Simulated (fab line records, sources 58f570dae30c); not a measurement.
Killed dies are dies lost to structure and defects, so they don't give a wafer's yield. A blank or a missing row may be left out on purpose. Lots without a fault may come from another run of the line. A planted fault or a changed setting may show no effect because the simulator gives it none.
A struck lot beside a sound one | flow berkeley_cmos170 | 24 steps out of a route of 331
Sound: wafers L107.4, L107.5, L107.6. Struck: wafers L114.2, L114.4, L114.5. The cause comes at the end.
At each step with rows: each side's tool, then ch and its chambers, then its first start. Under that, the readings that differ: sound wafers | struck wafers | difference of the means | sigmas: that difference in standard deviations of wafers without a fault.
alike: readings whose means differ by less than 2 such deviations, and words and numbers that are the same on both sides. not compared: withheld readings, readings that some wafer has no value for, bounds like >300 that may hide the same value, and numbers for which the record gives no deviation and whose values overlap.
The two part at a step that has a row with sigmas, a row that says differs or no value, or rows on one side only. Numbers that don't overlap but have no deviation are shown without sigmas and don't part them. A reading that every wafer of one side lacks parts them only if that side has two wafers or more.

first, 4 steps without rows for these wafers: UCB170_PWELL_WET_ETCH_19 (etches Si3N4 in H3PO4, time 14400 s); UCB170_PWELL_WET_ETCH_20 (etches SiO2 in BOE, time 22 s); UCB170_WELLDRIVE_CLEAN_00 (cleans in SPM, time 600 s); UCB170_WELLDRIVE_OXIDATION_01 (target thk 199 nm, ox time 9000 s).
UCB170_WELLDRIVE_THK_MEAS_02:
  sound on film_metro-02, day 4 09:26; struck on film_metro-02, day 6 01:10
  reading                  | sound       | struck      | difference | sigmas
  WELLDRIVE_OXIDE_THK (nm) | 205 205 203 | 197 193 198 | -8         | -3
then, 5 steps without rows for these wafers: UCB170_WELLDRIVE_ANNEAL_03 (time 900 s); UCB170_WELLDRIVE_WET_ETCH_04 (etches SiO2 in BOE, time 120 s); UCB170_ACTIVE_CLEAN_00 (cleans in SPM, time 600 s); UCB170_ACTIVE_CLEAN_01 (cleans in dHF, time 60 s); UCB170_ACTIVE_OXIDATION_02 (target thk 26.4 nm, ox time 1260 s).
UCB170_ACTIVE_THK_MEAS_03:
  sound on film_metro-04, day 4 14:56; struck on film_metro-04, day 6 10:41
  reading               | sound          | struck         | difference | sigmas
  ACTIVE_OXIDE_THK (nm) | 27.2 27.0 27.0 | 25.8 26.0 26.1 | -1.1       | -3
then, 1 step without rows for these wafers: UCB170_ACTIVE_ANNEAL_04 (time 900 s).
UCB170_ACTIVE_CVD_05: deposits Si3N4 from SiH2Cl2/NH3, target thk 220 nm, time 3300 s.
  sound on lpcvd-02 ch 0, day 4 19:55; struck on lpcvd-01 ch 1, day 6 12:37
  reading                                  | sound             | struck            | difference | sigmas
  model.Si3N4_of_ACTIVE_CVD_05.thk_nm (nm) | 220.9 220.6 219.8 | 274.9 276.6 275.1 | +55.1      |
UCB170_ACTIVE_THK_MEAS_06:
  sound on film_metro-04, day 4 21:52; struck on film_metro-04, day 6 14:32
  reading                 | sound             | struck            | difference | sigmas
  ACTIVE_NITRIDE_THK (nm) | 220.8 220.7 219.8 | 274.8 276.7 275.3 | +55.2      | +23
then, 6 steps without rows for these wafers: UCB170_ACTIVE_HMDS_07 (prime time 60 s); UCB170_ACTIVE_COAT_08 (resist thk 900 nm); UCB170_ACTIVE_SOFTBAKE_09 (time 60 s); UCB170_ACTIVE_EXPOSE_10 (exposes mask ACTIVE, target cd 1200 nm); UCB170_ACTIVE_PEB_11; UCB170_ACTIVE_DEVELOP_12 (develop time 45 s).
UCB170_ACTIVE_CD_MEAS_13: target cd 1200 nm.
  sound on cd_sem-01, day 4 23:17; struck on cd_sem-01, day 6 15:27
  alike: cd_nm
UCB170_ACTIVE_OVL_MEAS_14:
  sound on overlay-02, day 4 23:22; struck on overlay-02, day 6 15:34
  alike: ACTIVE_OVL
UCB170_ACTIVE_ETCH_15: etches Si3N4 in CH3F/Ar/O2, stops on SiO2, target depth 242 nm, time 151 s.
  sound on rie_diel-02 ch 1,2, day 4 23:23; struck on rie_diel-01 ch 1,2, day 6 15:35
  reading                  | sound             | struck            | difference | sigmas
  oes_product_au (a.u.)    | 0.939 0.949 0.938 | 1.005 0.989 0.988 | +0.052     | +4
  model.etch.depth_nm (nm) | 220.9 220.6 219.8 | 241.2 236.1 237.1 | +17.7      |
  alike: O2_flow_sccm, drypump_motor_current_A, throttle_valve_pct
  not compared: rf_hours_counter_h
UCB170_ACTIVE_STRIP_16: strips in O2.
  sound on plasma_asher-04 ch 0,1, day 4 23:31; struck on plasma_asher-02 ch 0,1, day 6 15:41
  reading                     | sound       | struck      | difference | sigmas
  drypump_motor_current_A (A) | 6.4 6.4 6.1 | 5.0 5.7 5.0 | -1.1       | -3
  alike: oes_product_au, strip_time_to_endpoint_s
  not compared: rf_hours_counter_h

WHERE THEY PART
First at UCB170_WELLDRIVE_THK_MEAS_02; last, within this record, at UCB170_ACTIVE_STRIP_16.

WHY: what the simulator had put in
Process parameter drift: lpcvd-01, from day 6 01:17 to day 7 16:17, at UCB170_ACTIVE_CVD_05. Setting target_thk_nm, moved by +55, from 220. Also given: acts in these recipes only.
